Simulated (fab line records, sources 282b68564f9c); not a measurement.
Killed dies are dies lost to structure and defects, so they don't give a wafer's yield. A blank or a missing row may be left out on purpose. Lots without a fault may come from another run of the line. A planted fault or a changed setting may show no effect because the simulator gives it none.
fab line records | flow rit_cmos
record lots=7 wafers=21 last_day=7
route steps=202 shown ACTIVE@1 FOX1@20 FOX2@23 M1@202
lots that met no fault: from a run of the same line without faults
start_h: hours from the record's first day to the start of the lot's first wafer shown | wait_h: hours since the lot's step before | " the same as in the row above | L1.1+2: a row that stands for several wafers | - no value, or no start given | * or withheld: withheld | < > ~ a bound
route shown NAME@n: a module of which the file shows steps, and the number in the route of the first | usual: mean/standard deviation of fault-free wafers | same: alike in all rows | chamber/n: place in a boat | sites: the reading at each site | _std_site: their standard deviation | _edge_site: outer sites' mean less inner sites' | radius_mm: how far each site lies from the wafer's centre | mask NAME#n: copy n | behind: the tool/chamber that last shaped the wafer | hold: why the lot was held/for how many hours/how that ended | device: the transistor (n, p or np) that didn't switch | end of line: the same wafers' tests at the end of the route | a step without rows: its recipe alone | killed: dies lost to structure and defects at the first sort, not the wafer's yield | map: a wafer's dies, x killed, . not, _ none there
set.NAME: the setting as run; set.NAME@STEP: as run at that earlier step | model.NAME: the simulator's own value behind a step, which no gauge read
lots at some steps of the route; a table a step, a row a wafer
services: from which hour (start_h, from the record's first day; less than 0 if before it) a tool's chamber was out of use, for how many hours, and why
## steps
# step RIT_ACTIVE_BOW_MEAS_00
# recipe mode=bow
# usual INCOMING_BOW=0/6.2
# columns lot.wafer tool chamber start_h wait_h INCOMING_BOW[um]
L875.1 film_metro-02 - 20.00 - -15
L875.3 " - " " -3
L875.6 " - " " 4
L880.3 film_metro-01 - 45.04 - 5
L880.4 " - " " -1
L880.5 " - " " 8
L883.1 film_metro-01 - 60.00 - -1
L883.2 " - " " 1
L883.6 " - " " -8
L885.2 film_metro-02 - 70.02 - 5
L885.3 " - " " -3
L885.5 " - " " -3
L889.1 film_metro-01 - 90.00 - -2
L889.2 " - " " 11
L889.5 " - " " -9
L892.4 film_metro-01 - 105.06 - 0
L892.5 " - " " -1
L892.6 " - " " 4
L896.3 film_metro-03 - 125.04 - 0
L896.5 " - " " 4
L896.6 " - " " 15
# step RIT_ACTIVE_OXIDATION_01
# recipe temp_c=1000 ambient=O2 target_thk_a=468 ox_time_s=3360
# usual spike_tc_load_C=1028.5/1.4
# columns lot.wafer tool chamber start_h wait_h spike_tc_load_C
L875.1 furnace-02 0 22.98 3.0 1029.7
L875.3 " 0 " " 1029.7
L875.6 " 0 " " 1029.3
L875.1 furnace-02 0 27.79 2.9 1029.7
L875.3 " 0 " " 1030.7
L875.6 " 0 " " 1028.5
L880.3 furnace-04 0 45.12 0.1 1029.0
L880.4 " 0 " " 1030.6
L880.5 " 0 " " 1028.2
L880.3 furnace-02 0 47.96 0.9 1028.2
L880.4 " 0 " " 1028.2
L880.5 " 0 " " 1030.2
L883.1 furnace-04 0 60.12 0.1 1028.7
L883.2 " 0 " " 1029.3
L883.6 " 0 " " 1029.9
L883.1 furnace-02 0 62.22 0.2 1028.5
L883.2 " 0 " " 1030.1
L883.6 " 0 " " 1030.6
L885.2 furnace-04 0 70.12 0.1 1031.5
L885.3 " 0 " " 1030.1
L885.5 " 0 " " 1028.9
L889.1 furnace-01 0 90.12 0.1 1027.6
L889.2 " 0 " " 1026.8
L889.5 " 0 " " 1026.9
L892.4 furnace-02 0 105.12 0.0 1028.1
L892.5 " 0 " " 1029.2
L892.6 " 0 " " 1026.4
L896.3 furnace-01 0 125.12 0.1 1026.1
L896.5 " 0 " " 1027.1
L896.6 " 0 " " 1027.5
# step RIT_ACTIVE_THK_MEAS_02
# recipe reads=SiO2_of_ACTIVE_OXIDATION_01
# usual ACTIVE_OXIDE_THK=46.9/0.87
# columns lot.wafer tool chamber start_h wait_h ACTIVE_OXIDE_THK[nm]
L875.1 film_metro-03 - 29.73 0.0 72.6
L875.3 " - " " 70.9
L875.6 " - " " 73.1
L880.3 film_metro-02 - 49.91 0.0 75.3
L880.4 " - " " 76.1
L880.5 " - " " 74.0
L883.1 film_metro-03 - 64.25 0.1 74.9
L883.2 " - " " 75.6
L883.6 " - " " 75.9
L885.2 film_metro-02 - 72.06 0.0 47.6
L885.3 " - " " 47.8
L885.5 " - " " 47.7
L889.1 film_metro-03 - 92.05 0.0 48.7
L889.2 " - " " 48.1
L889.5 " - " " 47.4
L892.4 film_metro-03 - 107.08 0.0 46.3
L892.5 " - " " 46.8
L892.6 " - " " 45.9
L896.3 film_metro-03 - 127.07 0.0 46.8
L896.5 " - " " 46.7
L896.6 " - " " 47.0
# step RIT_ACTIVE_CVD_03
# recipe material=Si3N4 target_thk_nm=150 temp_c=810 precursor=SiH2Cl2/NH3 time_s=1500 pressure_mtorr=300 sih2cl2_flow_sccm=60 nh3_flow_sccm=150
# step RIT_ACTIVE_THK_MEAS_04
# recipe reads=Si3N4_of_ACTIVE_CVD_03
# usual ACTIVE_NITRIDE_THK=150.1/1.2
# columns lot.wafer tool chamber start_h wait_h ACTIVE_NITRIDE_THK[nm]
L875.1 film_metro-01 - 31.20 0.0 148.1
L875.3 " - " " 148.8
L875.6 " - " " 147.4
L880.3 film_metro-03 - 51.39 0.0 150.6
L880.4 " - " " 149.9
L880.5 " - " " 151.3
L883.1 film_metro-01 - 65.72 0.0 148.6
L883.2 " - " " 148.2
L883.6 " - " " 150.2
L885.2 film_metro-01 - 73.54 0.0 149.8
L885.3 " - " " 149.5
L885.5 " - " " 150.1
L889.1 film_metro-03 - 93.53 0.0 150.4
L889.2 " - " " 150.0
L889.5 " - " " 152.5
L892.4 film_metro-02 - 108.56 0.0 151.6
L892.5 " - " " 151.9
L892.6 " - " " 149.5
L896.3 film_metro-02 - 128.55 0.0 149.9
L896.5 " - " " 151.0
L896.6 " - " " 150.7
# step RIT_ACTIVE_HMDS_05
# recipe prime_time_s=60 prime_temp_c=140
# step RIT_ACTIVE_COAT_06
# recipe resist=NOVOLAK spin_rpm=3250 resist_thk_nm=1000
# step RIT_ACTIVE_SOFTBAKE_07
# recipe resist=NOVOLAK temp_c=90 time_s=60
# step RIT_ACTIVE_EXPOSE_08
# recipe mask_id=M1 na=0.6 source_shape=conventional sigma_outer=0.6 target_cd_nm=1400 dose_mj=225
# step RIT_ACTIVE_PEB_09
# recipe resist=NOVOLAK temp_c=withheld time_s=withheld
# step RIT_ACTIVE_DEVELOP_10
# recipe resist=NOVOLAK develop_time_s=50 dev_temp_c=23
# step RIT_ACTIVE_CD_MEAS_11
# recipe target_cd_nm=1400
# usual cd_nm=1400.4/2.6
# columns lot.wafer tool chamber start_h wait_h cd_nm
L875.1 cd_sem-02 - 32.40 - 1402.5
L875.3 " - " " 1404.0
L875.6 " - " " 1405.7
L880.3 cd_sem-02 - 52.67 - 1403.0
L880.4 " - " " 1401.9
L880.5 " - " " 1401.3
L883.1 cd_sem-02 - 66.72 - 1399.7
L883.2 " - " " 1399.5
L883.6 " - " " 1399.1
L885.2 cd_sem-01 - 74.46 - 1400.0
L885.3 " - " " 1400.1
L885.5 " - " " 1400.6
L889.1 cd_sem-02 - 94.56 - 1397.4
L889.2 " - " " 1398.0
L889.5 " - " " 1398.7
L892.4 cd_sem-02 - 109.50 - 1398.3
L892.5 " - " " 1397.5
L892.6 " - " " 1396.5
L896.3 cd_sem-02 - 129.48 - 1399.3
L896.5 " - " " 1401.5
L896.6 " - " " 1399.2
# step RIT_ACTIVE_HARDBAKE_12
# recipe resist=NOVOLAK temp_c=140 time_s=60
# step RIT_ACTIVE_ETCH_13
# recipe stop_on=SiO2 chemistry=SF6 target=Si3N4 time_s=210 over_etch_frac=0.4 SF6_flow_sccm=200 pressure_mtorr=260 rf_w=125 target_depth_a=2100
# usual drypump_motor_current_A=5.7/0.41 oes_product_au=0.824/0.012 throttle_valve_pct=7.54/0.14
# columns lot.wafer tool chamber start_h wait_h drypump_motor_current_A oes_product_au rf_hours_counter_h throttle_valve_pct model.SiO2_of_ACTIVE_OXIDATION_01.thk_nm
L875.1 rie_diel-02 0 32.87 0.1 5.4 0.828 2 7.65 72.6
L875.3 " 1 " " 6.5 0.823 152 7.69 69.75
L875.6 " 0 " " 5.4 0.835 - 7.64 73.11
L880.3 rie_diel-02 1 52.90 0.1 6.5 0.826 153 7.68 74.29
L880.4 " 0 " " 5.4 0.838 2 7.65 76.17
L880.5 " 2 " " 6.2 0.815 - 7.44 73.54
L883.1 rie_diel-03 3 67.06 0.1 6.3 0.834 160 7.46 74.84
L883.2 " 0 " " 5.1 0.806 64 7.72 75.57
L883.6 " 3 " " 6.3 0.838 - 7.45 75.88
L885.2 rie_diel-03 2 74.71 0.1 5.6 0.818 55 7.29 46.91
L885.3 " 1 " " 5.9 0.836 90 7.48 47.37
L885.5 " 2 " " 5.6 0.815 - 7.28 47.06
L889.1 rie_diel-03 1 94.83 0.1 5.8 0.843 91 7.49 48.06
L889.2 " 3 " " 6.3 0.843 160 7.47 48.09
L889.5 " 1 " " 5.9 0.849 - 7.49 46.95
L892.4 rie_diel-01 1 109.71 0.1 5.7 0.815 92 7.39 46.4
L892.5 " 1 " " 5.7 0.813 - 7.38 46.79
L892.6 " 2 " " 5.8 0.818 - 7.62 45.9
L896.3 rie_diel-03 0 129.71 0.1 5.2 0.823 66 7.71 46.76
L896.5 " 0 " " 5.2 0.830 - 7.72 46.8
L896.6 " 2 " " 5.6 0.812 - 7.30 46.32
# step RIT_ACTIVE_STRIP_14
# recipe chemistry=O2 time_s=180 resist=NOVOLAK platen_temp_c=withheld power_w=500 pressure_mtorr=4000 o2_flow_sccm=4000
# usual drypump_motor_current_A=5.8/0.34 rf_refl_power_W=6.6/1.6
# columns lot.wafer tool chamber start_h wait_h drypump_motor_current_A rf_hours_counter_h rf_refl_power_W
L875.1 plasma_asher-03 0 33.04 0.1 5.7 22 4.6
L875.3 " 1 " " 5.6 - 5.8
L875.6 " 1 " " 5.6 - 5.9
L880.3 plasma_asher-01 1 53.09 0.1 5.5 - 7.2
L880.4 " 0 " " 5.5 - 7.3
L880.5 " 1 " " 5.5 - 7.2
L883.1 plasma_asher-03 1 67.48 0.4 5.7 27 5.7
L883.2 " 0 " " 5.7 27 4.5
L883.6 " 0 " " 5.7 - 4.6
L885.2 plasma_asher-02 0 74.84 0.1 6.4 41 8.3
L885.3 " 0 " " 6.4 - 8.0
L885.5 " 1 " " 6.3 - 9.3
L889.1 plasma_asher-03 1 94.97 0.1 5.6 30 5.8
L889.2 " 0 " " 5.7 30 4.6
L889.5 " 0 " " 5.8 - 4.6
L892.4 plasma_asher-03 0 109.90 0.1 5.8 - 4.5
L892.5 " 0 " " 5.7 - 4.6
L892.6 " 1 " " 5.6 - 6.0
L896.3 plasma_asher-03 1 129.90 0.1 5.6 - 5.9
L896.5 " 0 " " 5.7 - 4.4
L896.6 " 1 " " 5.6 - 6.0
# step RIT_ACTIVE_CD_MEAS_90
# recipe target_cd_nm=1400
# usual cd_nm=1400.4/2.6
# columns lot.wafer tool chamber start_h wait_h cd_nm
L875.1 cd_sem-01 - 33.22 0.1 1402.6
L875.3 " - " " 1404.0
L875.6 " - " " 1406.1
L880.3 cd_sem-01 - 53.30 0.1 1402.8
L880.4 " - " " 1401.8
L880.5 " - " " 1401.9
L883.1 cd_sem-02 - 67.73 0.2 1399.2
L883.2 " - " " 1399.6
L883.6 " - " " 1399.0
L885.2 cd_sem-02 - 75.04 0.1 1400.2
L885.3 " - " " 1400.3
L885.5 " - " " 1400.2
L889.1 cd_sem-02 - 95.14 0.1 1396.9
L889.2 " - " " 1397.7
L889.5 " - " " 1398.7
L892.4 cd_sem-02 - 110.08 0.1 1398.2
L892.5 " - " " 1397.4
L892.6 " - " " 1396.8
L896.3 cd_sem-01 - 130.06 0.1 1399.7
L896.5 " - " " 1401.8
L896.6 " - " " 1399.2
# step RIT_ACTIVE_CLEAN_15
# recipe chemistry=SC1 mix=3:3:50 time_s=600 temp_c=75
# step RIT_ACTIVE_CLEAN_16
# recipe chemistry=dHF dilution=50:1 time_s=30
# step RIT_ACTIVE_CLEAN_17
# recipe chemistry=SC2 mix=3:3:50 time_s=600 temp_c=75 dry=n2_spin
# step RIT_FOX1_OXIDATION_00
# recipe temp_c=1100 ambient=H2O target_thk_a=3507 p_h2o_torr=720 ox_time_s=1130
# step RIT_FOX1_THK_MEAS_01
# recipe reads=SiO2_of_FOX1_OXIDATION_00
# usual FOX1_OXIDE_THK=351/7.9
# columns lot.wafer tool chamber start_h wait_h FOX1_OXIDE_THK[nm]
L875.1 film_metro-04 - 35.02 0.0 357
L875.3 " - " " 348
L875.6 " - " " 357
L880.3 film_metro-01 - 55.97 0.0 342
L880.4 " - " " 348
L880.5 " - " " 344
L883.1 film_metro-01 - 69.62 0.0 346
L883.2 " - " " 337
L883.6 " - " " 347
L885.2 film_metro-01 - 76.83 0.0 332
L885.3 " - " " 337
L885.5 " - " " 339
L889.1 film_metro-02 - 96.98 0.0 346
L889.2 " - " " 348
L889.5 " - " " 341
L892.4 film_metro-04 - 111.88 0.0 344
L892.5 " - " " 349
L892.6 " - " " 342
L896.3 film_metro-04 - 131.85 0.0 356
L896.5 " - " " 357
L896.6 " - " " 356
# step RIT_FOX1_WET_ETCH_02
# recipe chemistry=BOE target_depth_nm=350 time_s=390 temp_c=21.5 dry=n2_spin dilution=10:1 target=SiO2
# step RIT_FOX2_OXIDATION_00
# recipe temp_c=1100 ambient=H2O target_thk_a=3507 p_h2o_torr=720 ox_time_s=1130
# step RIT_FOX2_THK_MEAS_01
# recipe reads=SiO2_of_FOX2_OXIDATION_00
# usual FOX2_OXIDE_THK=347/6.3
# columns lot.wafer tool chamber start_h wait_h FOX2_OXIDE_THK[nm]
L875.1 film_metro-01 - 36.53 0.0 348
L875.3 " - " " 348
L875.6 " - " " 350
L880.3 film_metro-04 - 58.39 0.0 358
L880.4 " - " " 355
L880.5 " - " " 347
L883.1 film_metro-01 - 71.13 0.0 351
L883.2 " - " " 354
L883.6 " - " " 353
L885.2 film_metro-04 - 78.32 0.0 339
L885.3 " - " " 343
L885.5 " - " " 340
L889.1 film_metro-01 - 98.47 0.0 344
L889.2 " - " " 353
L889.5 " - " " 352
L892.4 film_metro-04 - 113.40 0.0 364
L892.5 " - " " 359
L892.6 " - " " 363
L896.3 film_metro-04 - 133.35 0.0 343
L896.5 " - " " 354
L896.6 " - " " 354
# step RIT_FOX2_CLEAN_02
# recipe chemistry=dHF dilution=50:1 time_s=180
# step RIT_FOX2_WET_ETCH_03
# recipe chemistry=H3PO4 target=Si3N4 target_depth_nm=195 temp_c=165 time_s=2700
# columns lot.wafer tool chamber start_h wait_h model.SiO2_of_ACTIVE_OXIDATION_01.thk_nm
L875.1 wet_bench-01 3 37.14 0.5 64.52
L875.3 " 3 " " 61.93
L875.6 " 3 " " 64.96
L880.3 wet_bench-01 1 58.59 0.0 65.98
L880.4 " 1 " " 67.63
L880.5 " 1 " " 65.28
L883.1 wet_bench-02 2 71.25 0.0 66.56
L883.2 " 2 " " 67.22
L883.6 " 2 " " 67.57
L885.2 wet_bench-01 0 78.43 0.0 41.57
L885.3 " 0 " " 41.98
L885.5 " 0 " " 41.7
L889.1 wet_bench-02 2 98.58 0.0 42.72
L889.2 " 2 " " 42.69
L889.5 " 2 " " 41.75
L892.4 wet_bench-01 0 113.49 0.0 41.37
L892.5 " 0 " " 41.72
L892.6 " 0 " " 40.93
L896.3 wet_bench-02 2 133.44 0.0 41.52
L896.5 " 2 " " 41.57
L896.6 " 2 " " 41.11
# step RIT_FOX2_THK_MEAS_90
# recipe reads=SiO2_of_FOX2_OXIDATION_00
# usual FIELD_OXIDE_LEFT_1_THK=319/6.4
# columns lot.wafer tool chamber start_h wait_h FIELD_OXIDE_LEFT_1_THK[nm]
L875.1 film_metro-01 - 37.90 0.0 321
L875.3 " - " " 321
L875.6 " - " " 323
L880.3 film_metro-04 - 59.38 0.0 330
L880.4 " - " " 328
L880.5 " - " " 319
L883.1 film_metro-01 - 72.04 0.0 324
L883.2 " - " " 326
L883.6 " - " " 326
L885.2 film_metro-01 - 79.20 0.0 312
L885.3 " - " " 315
L885.5 " - " " 312
L889.1 film_metro-04 - 99.34 0.0 317
L889.2 " - " " 325
L889.5 " - " " 325
L892.4 film_metro-03 - 114.28 0.0 337
L892.5 " - " " 332
L892.6 " - " " 336
L896.3 film_metro-04 - 134.22 0.0 315
L896.5 " - " " 327
L896.6 " - " " 326
# step RIT_M1_PROBE_99
# usual killed_at_front_end=7/3.2 killed_dies=7/3.2 killed_open=3.2/2.1 killed_short=3.5/2.2
# same gross_dies=264 killed_at_M0_to_M3=0 killed_at_M4_up=0 killed_at_back_side=0 killed_at_contacts=0 killed_at_other=0
# columns lot.wafer tool chamber start_h wait_h killed_at_front_end killed_dies killed_open killed_short
L875.1 prober-02 - 80.32 0.1 4 4 2 2
L875.3 prober-02 - 80.42 0.2 11 11 6 5
L875.6 prober-02 - 80.57 0.2 8 8 4 4
L880.3 prober-01 - 100.25 0.2 7 7 3 4
L880.4 prober-01 - 100.30 0.2 7 7 4 3
L880.5 prober-01 - 100.35 0.2 8 8 6 2
L883.1 prober-02 - 114.99 0.1 8 8 3 5
L883.2 prober-02 - 115.04 0.1 5 5 3 2
L883.6 prober-02 - 115.24 0.2 8 8 1 7
L896.3 prober-01 - 173.70 0.2 8 8 5 3
L896.5 prober-01 - 173.80 0.2 2 2 0 2
L896.6 prober-01 - 173.85 0.2 4 4 1 3
# killed by level:class
L875.1 FOX1:geometric_particle:short=1 SPACER:geometric_particle:open=1 SPACER:geometric_particle:short=1 SILICIDE:geometric_particle:open=1
L875.3 GATE:geometric_particle:open=4 GATE:geometric_particle:short=3 SILICIDE:geometric_particle:short=2 FOX1:geometric_particle:open=1 SPACER:geometric_particle:open=1
L875.6 GATE:geometric_particle:open=2 FOX1:geometric_particle:short=1 FOX2:geometric_particle:open=1 GATE:geometric_particle:short=1 SPACER:geometric_particle:short=1 SPACER:geometric_particle:open=1 SILICIDE:geometric_particle:short=1
L880.3 SPACER:geometric_particle:short=2 FOX1:geometric_particle:open=1 GATE:geometric_particle:short=1 REOX:geometric_particle:open=1 SPACER:geometric_particle:open=1 SILICIDE:geometric_particle:short=1
L880.4 GATE:geometric_particle:open=2 SILICIDE:geometric_particle:short=2 REOX:geometric_particle:open=1 SPACER:geometric_particle:short=1 SILICIDE:geometric_particle:open=1
L880.5 GATE:geometric_particle:open=2 GATE:geometric_particle:short=2 SILICIDE:geometric_particle:open=2 FOX1:geometric_particle:open=1 REOX:geometric_particle:open=1
L883.1 GATE:geometric_particle:open=2 GATE:geometric_particle:short=2 SILICIDE:geometric_particle:short=2 FOX1:geometric_particle:short=1 SPACER:geometric_particle:open=1
L883.2 SILICIDE:geometric_particle:short=2 FOX2:geometric_particle:open=1 GATE:geometric_particle:open=1 SPACER:geometric_particle:open=1
L883.6 FOX1:geometric_particle:short=2 GATE:geometric_particle:short=2 SILICIDE:geometric_particle:short=2 SPACER:geometric_particle:short=1 SPACER:geometric_particle:open=1
L896.3 GATE:geometric_particle:short=2 REOX:geometric_particle:open=2 SPACER:geometric_particle:open=2 GATE:geometric_particle:open=1 SILICIDE:geometric_particle:short=1
L896.5 GATE:geometric_particle:short=2
L896.6 GATE:geometric_particle:short=2 GATE:geometric_particle:open=1 REOX:geometric_particle:short=1
## services
# columns tool chamber start_h hours kind
wet_bench-01 - -0.03 3.9 repair
furnace-01 - 2.05 4.0 pm
rie_diel-02 0 6.49 13.9 repair
rie_diel-02 3 19.39 16.6 repair
plasma_asher-01 - 21.02 1.2 repair
rie_diel-02 2 45.77 2.4 repair
furnace-04 - 62.22 2.5 pm
furnace-02 - 91.55 2.2 pm
rie_diel-03 3 99.23 - clean
rie_diel-03 3 99.23 21.1 scheduled_down
rie_diel-03 3 99.23 21.1 vent_cycle
rie_diel-02 3 103.63 6.0 repair
rie_diel-03 3 129.09 17.9 repair
furnace-01 - 131.83 3.2 pm
plasma_asher-01 - 131.99 10.1 repair
## key
first_sign step=RIT_ACTIVE_OXIDATION_01 reading=visit direction=added
effect step=RIT_ACTIVE_THK_MEAS_02 reading=ACTIVE_OXIDE_THK direction=up sigmas=31 usual=46.9 struck=74.3
model_effect step=RIT_ACTIVE_ETCH_13 value=SiO2_of_ACTIVE_OXIDATION_01.thk_nm without=46.25 struck=72.53
model_effect step=RIT_FOX2_WET_ETCH_03 value=SiO2_of_ACTIVE_OXIDATION_01.thk_nm without=41.64 struck=65.74
met_at RIT_ACTIVE_OXIDATION_01
struck_wafers L875.1,L875.3,L875.6,L880.3,L880.4,L880.5,L883.1,L883.2,L883.6
tester_left_out L875,L880,L883
fault kind=repeated_step_whole tool=furnace-01,furnace-02,furnace-04 chamber=- onset_h=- steps=RIT_ACTIVE_OXIDATION_01 times=1 scope=struck_lots_only
# tester_left_out: of these lots the tester's yield and bins aren't shown, on N5 and GAA mostly nor the transistor test; their killed dies are dies lost to structure and defects alone, not to doping, threshold or leakage, so they don't give the yield
